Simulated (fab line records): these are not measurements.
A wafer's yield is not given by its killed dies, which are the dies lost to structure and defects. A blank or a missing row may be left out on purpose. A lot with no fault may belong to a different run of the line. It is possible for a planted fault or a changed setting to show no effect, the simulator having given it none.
Shared-tool check ; flow ritCmos ; 15 lots, 54 wafers sampled

== THE REASON FOR OPENING IT ==
Of 15 lots, 3 have the reading PWELL_OVL flagged at RIT_PWELL_OVL_MEAS_06. Fault-free wafers read 0.2 nm, with a standard deviation of 1.2.
Rule: a lot gets a flag if all its wafers with a number sit over 4 standard deviations from that mean, or if no wafer of it has a number. The other lots count as sound.

lot;measured;on;PWELL_OVL (nm), wafer by wafer;flag
L347;day 2 05:06;overlay-01;-1.0 -1.6 -1.9;
L348;day 2 08:36;overlay-01;-0.2 0.4 -0.4;
L349;day 2 15:49;overlay-02;-1.1 -0.3 -0.7;
L350;day 2 20:54;overlay-02;1.1 1.5 0.2;
L351;day 3 01:43;overlay-01;2.5 1.4 1.4;
L352;day 3 05:45;overlay-01;360.0 360.7 361.0 359.0 359.9 360.6;FLAGGED
L353;day 3 11:25;overlay-02;-1.0 -2.1 -1.6;
L354;day 3 14:28;overlay-02;359.4 358.5 359.8 358.4 358.3 358.7;FLAGGED
L358;day 4 11:35;overlay-02;360.2 360.4 360.2 358.9 359.8 359.9;FLAGGED
L359;day 4 21:19;overlay-01;0.2 -0.5 0.0;
L360;day 4 22:44;overlay-02;2.5 2.2 1.1;
L361;day 5 01:47;overlay-01;0.5 2.1 0.8;
L364;day 5 20:13;overlay-02;1.9 0.7 1.2;
L365;day 6 08:47;overlay-02;0.8 -1.2 1.5;
L369;day 7 01:53;overlay-01;0.8 -0.1 -0.4;
On average the flagged lots read 359.6 nm, which is +359.4 nm against the usual, or +99 or more standard deviations.

== EACH LOT AND THE TOOL IT RAN ON ==
The record holds 1 process step before the reading, out of a route of 202 steps. Each cell gives the tool, then ch followed by the chambers the sampled wafers passed through, then the start.
lot;flag;RIT_PWELL_EXPOSE_03
L347;;ilineStepper-02 ch 0, day 2 04:41
L348;;ilineStepper-01 ch 0, day 2 08:11
L349;;ilineStepper-02 ch 0, day 2 15:23
L350;;ilineStepper-01 ch 0, day 2 20:28
L351;;ilineStepper-02 ch 0, day 3 01:17
L352;FLAGGED;ilineStepper-01 ch 0, day 3 05:19
L353;;ilineStepper-02 ch 0, day 3 11:00
L354;FLAGGED;ilineStepper-01 ch 0, day 3 13:59
L358;FLAGGED;ilineStepper-01 ch 0, day 4 11:02
L359;;ilineStepper-02 ch 0, day 4 20:53
L360;;ilineStepper-02 ch 0, day 4 22:20
L361;;ilineStepper-02 ch 0, day 5 01:22
L364;;ilineStepper-02 ch 0, day 5 19:47
L365;;ilineStepper-02 ch 0, day 6 08:22
L369;;ilineStepper-02 ch 0, day 7 01:29
What these steps do:
- RIT_PWELL_EXPOSE_03: exposes mask M3, target cd 43700 nm.
- RIT_PWELL_OVL_MEAS_06

== FLAGGED OVER TOTAL, TOOL BY TOOL (the gauges that took the reading come last) ==
step;tool;lots run;flagged;share of the flagged lots;sound lots run after its first flagged lot
RIT_PWELL_EXPOSE_03;ilineStepper-01;5;3;all;0
RIT_PWELL_EXPOSE_03;ilineStepper-02;10;0;none;-
RIT_PWELL_OVL_MEAS_06;overlay-01;7;1;some;3 (L359,L361,L369)
RIT_PWELL_OVL_MEAS_06;overlay-02;8;2;some;3 (L360,L364,L365)

== WHAT THE TABLE ALLOWS ==
Rows of the table that ran each flagged lot: 1, that is ilineStepper-01 at RIT_PWELL_EXPOSE_03.
- ilineStepper-01 at RIT_PWELL_EXPOSE_03 ran 5 lots, 3 of them flagged. It ran its last sound lot, L350, at day 2 20:28 and its first flagged lot, L352, at day 3 05:19: a fault with its onset between the two fits.
Left over: one tool, ilineStepper-01 at RIT_PWELL_EXPOSE_03.

== WHAT HAD BEEN PUT IN BY THE SIMULATOR ==
Scanner matching overlay: ilineStepper-01, from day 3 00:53 on, at RIT_PWELL_EXPOSE_03. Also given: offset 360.
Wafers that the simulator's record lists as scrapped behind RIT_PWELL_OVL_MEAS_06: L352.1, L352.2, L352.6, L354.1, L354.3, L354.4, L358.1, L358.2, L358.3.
Lots struck among those shown: L352, L354, L358. The same result came from the rule above.
